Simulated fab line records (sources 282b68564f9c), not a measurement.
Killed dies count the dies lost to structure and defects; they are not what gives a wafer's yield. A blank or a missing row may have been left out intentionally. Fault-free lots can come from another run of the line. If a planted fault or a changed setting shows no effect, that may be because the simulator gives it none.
The same fault as seen by 2 desks | flow ritCmos | each desk holds nothing but its own numbers, with what lay behind them at the end

## AT THE METROLOGY DESK
What the gauges read, lot by lot, whatever tool the lot ran on: means of the sampled wafers that have a number. If a lot's mean is further than 4 standard deviations from the usual mean, the lot is out of limits and carries the mark OUT (the distance appears in the brackets).
Columns: A = GATE_OVL at RIT_GATE_OVL_MEAS_17, usual 0.6 nm; B = PLDD_TW at RIT_PLDD_TW_MEAS_10, usual 2347; C = cdNm at RIT_CONTACT_CD_MEAS_08, usual 999.3 nm
lot  | first seen here | A    | B    | C
L115 | day 2 12:33     | -0.0 | 2366 | 999.9
L116 | day 2 18:31     | 1.8  | 2331 | 997.9
L117 | day 2 22:25     | -0.2 | 2356 | 999.0
L118 | day 3 03:56     | 2.3  | 2337 | 993.9
L119 | day 3 08:07     | 0.5  | 2322 | 1002.3
L120 | day 3 13:12     | 1.5  | 2348 | 1000.9
L125 | day 4 15:02     | 2.4  | 2343 | 1001.3
L130 | day 5 15:13     | 0.6  | 2333 | 996.6
L131 | day 5 21:21     | 0.6  | 2359 | 999.5
L133 | day 6 07:33     | -0.2 | 2339 | 999.1
L134 | day 6 11:16     | 0.2  | 2362 | 997.1
L136 | day 6 22:31     | -3.3 | 2352 | 999.7
L138 | day 7 12:14     | 1.6  | 2368 | 1000.3
This desk's verdict: no lot among the 13 shows anything out of limits.

## AT THE TOOL OWNER'S DESK: rieDiel-03
The tool's own readings at RIT_CONTACT_ETCH_11 (etches SiO2 in CHF3/CF4/Ar, stops on TiSi2, target depth 480 nm, time 320 s): means of the sampled wafers that have a number, for each lot that ran on this tool. If a lot's mean is further than 4 standard deviations from the usual mean, the lot is out of limits and carries the mark OUT (the distance appears in the brackets).
Columns: A = drypumpMotorCurrentA at RIT_CONTACT_ETCH_11, usual 5.7 A; B = oesProductAu at RIT_CONTACT_ETCH_11, usual 0.989 a.u.; C = throttleValvePct at RIT_CONTACT_ETCH_11, usual 8.84 %
lot  | first seen here | A   | B     | C
L115 | day 3 03:49     | 5.2 | 1.012 | 8.81
L116 | day 3 09:37     | 5.2 | 1.007 | 8.75
L119 | day 3 23:10     | 5.5 | 1.002 | 8.86
L125 | day 5 06:38     | 5.9 | 0.987 | 8.95
This desk's verdict: no lot among the 4 shows anything out of limits.

## BROUGHT TOGETHER
From the metrology desk's view, nothing was out of limits.
Nothing out of limits was seen by the tool owner's desk.

## WHAT THE SIMULATOR HAD PUT IN
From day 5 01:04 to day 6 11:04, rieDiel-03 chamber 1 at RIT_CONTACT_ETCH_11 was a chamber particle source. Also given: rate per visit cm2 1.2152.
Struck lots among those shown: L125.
